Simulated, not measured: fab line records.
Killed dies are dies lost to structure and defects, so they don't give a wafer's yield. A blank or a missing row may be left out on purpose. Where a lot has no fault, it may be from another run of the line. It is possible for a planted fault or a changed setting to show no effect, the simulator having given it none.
Which tool is to blame?	flow rit cmos	Sampling: 14 lots, 42 wafers, 3 of 202 route steps

== WHAT EACH GAUGE READ, for each wafer ==
RIT_PLDD_TW_MEAS_10. Usual: PLDD_TW 2330, standard deviation 12.
lot	measured	on	PLDD_TW	flag
L866	day 2 20:40	film metro-04	2314 2325 2327	
L867	day 2 23:45	film metro-03	2336 2331 2331	
L868	day 3 07:00	film metro-04	2325 2336 2338	
L869	day 3 10:59	film metro-02	2329 2326 2315	
L870	day 3 17:26	film metro-03	2334 2330 2331	
L871	day 3 20:54	film metro-04	2343 2333 2324	
L875	day 4 17:17	film metro-04	2311 2329 2304	
L876	day 4 20:59	film metro-03	1672 1670 1667	OFF
L878	day 5 06:52	film metro-04	1665 1671 1666	OFF
L883	day 6 08:51	film metro-03	2325 2335 2333	
L884	day 6 14:05	film metro-03	2342 2348 2339	
L887	day 7 06:19	film metro-03	2357 2330 2338	
L888	day 7 11:25	film metro-04	2314 2324 2330	
L889	day 7 18:35	film metro-02	2321 2313 2324	

RIT_SDANNEAL_RS_MEAS_06: a four-point-probe measurement. Usual: PLDD_RS 178.8 ohm/sq, standard deviation 0.47.
lot	measured	on	PLDD_RS (ohm/sq)	flag
L866	day 3 03:04	film metro-03	179.0 179.0 179.5	
L867	day 3 06:04	film metro-02	177.8 178.0 178.2	
L868	day 3 13:13	film metro-03	178.6 178.9 178.7	
L869	day 3 17:21	film metro-02	179.5 179.5 179.6	
L870	day 3 23:47	film metro-03	178.5 178.8 178.5	
L871	day 4 03:14	film metro-03	178.5 178.3 178.4	
L875	day 4 23:29	film metro-04	178.0 177.8 178.0	
L876	day 5 03:50	film metro-02	425.8 428.7 428.3	OFF
L878	day 5 13:30	film metro-03	422.8 418.2 422.0	OFF
L883	day 6 15:01	film metro-02	179.2 178.8 179.5	
L884	day 6 20:17	film metro-02	179.1 179.4 179.0	
L887	day 7 12:37	film metro-03	179.2 179.0 178.6	
L888	day 7 17:43	film metro-02	179.3 179.0 178.7	
L889	day 8 02:14	film metro-03	178.6 178.6 179.0	

== EACH LOT AND THE TOOL THAT RAN IT (in order: tool; ch and the chambers of the sampled wafers; start) ==
lot	RIT_PLDD_IMPLANT_08
L866	implanter-03 ch 0, day 2 20:20
L867	implanter-02 ch 0, day 2 23:26
L868	implanter-03 ch 0, day 3 06:40
L869	implanter-03 ch 0, day 3 10:39
L870	implanter-03 ch 0, day 3 17:07
L871	implanter-03 ch 0, day 3 20:34
L875	implanter-03 ch 0, day 4 16:58
L876	implanter-02 ch 0, day 4 20:40
L878	implanter-02 ch 0, day 5 06:32
L883	implanter-01 ch 0, day 6 08:32
L884	implanter-03 ch 0, day 6 13:47
L887	implanter-03 ch 0, day 7 06:00
L888	implanter-03 ch 0, day 7 11:05
L889	implanter-03 ch 0, day 7 18:18
- RIT_PLDD_IMPLANT_08

== WHAT THE TOOLS THEMSELVES READ (means of the sampled wafers that have a number; where no wafer has one, the mark that the record gives instead) ==
RIT_PLDD_IMPLANT_08. Usual: dose ions cm2 9.002e+14, standard deviation 9.2e+11; end station pressure torr 7.2e-06 Torr, standard deviation 3.6e-07; faraday current uA 2820, standard deviation 59.
lot	tool	dose ions cm2	end station pressure torr (Torr)	faraday current uA	flag
L866	implanter-03	9.007e+14	7.4e-06	2800	
L867	implanter-02	9.003e+14	7.5e-06	2782	
L868	implanter-03	8.996e+14	7.3e-06	2823	
L869	implanter-03	9.003e+14	7.2e-06	2825	
L870	implanter-03	9.005e+14	7.2e-06	2816	
L871	implanter-03	8.999e+14	7.3e-06	2784	
L875	implanter-03	8.992e+14	7.0e-06	2780	
L876	implanter-02	2.701e+14	5.7e-06	848	OFF
L878	implanter-02	2.702e+14	5.7e-06	838	OFF
L883	implanter-01	9.005e+14	7.7e-06	2815	
L884	implanter-03	8.992e+14	7.0e-06	2850	
L887	implanter-03	9.004e+14	7.0e-06	2777	
L888	implanter-03	9.008e+14	6.9e-06	2786	
L889	implanter-03	8.994e+14	7.3e-06	2881	

== THE ANSWER, worked out from the rows above alone ==
Rule: take the mean of a lot's wafers that have a number; if it is more than 3 standard deviations from the usual mean, the lot is off. A lot without any number at a reading at which 4 lots or more have one is off too. Where the step has rows for the other lots, those lots are counted as sound. The gauges are gone through in route order, then the tools' own readings, and for those a lot's mean is taken as printed above. The first step at which some lot is off is used, and at that step the reading that is off furthest; a lot without a number counts as furthest.
Off: L876, L878, seen at RIT_PLDD_TW_MEAS_10 (PLDD_TW).
A tool fits if, at a process step before that reading, it ran every lot that is off, and no sound lot after the first of them. The gauges at RIT_PLDD_TW_MEAS_10 aren't tried: what is off there is off at RIT_PLDD_IMPLANT_08 too, on other tools, and a gauge's error can't cause that. One fits: RIT_PLDD_IMPLANT_08 on implanter-02. Its last sound lot is L867 (day 2 23:26), its first lot that is off L876 (day 4 20:40): a fault that began between those two fits.
The tool's own readings at RIT_PLDD_IMPLANT_08 bear it out: on the lots that are off they differ by more than 5 times the standard deviation of the sound lots' means. dose ions cm2 reads 2.702e+14 there against 9.001e+14 on the sound lots; end station pressure torr reads 5.7e-06 Torr there against 7.2e-06 Torr on the sound lots; faraday current uA reads 843 there against 2810 on the sound lots.

== WHAT THE SIMULATOR HAD INSERTED ==
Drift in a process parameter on implanter-02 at RIT_PLDD_IMPLANT_08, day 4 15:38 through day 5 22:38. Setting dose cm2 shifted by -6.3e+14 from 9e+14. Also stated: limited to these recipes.
Shown lots that were struck: L876, L878. This agrees with what the rule above found.
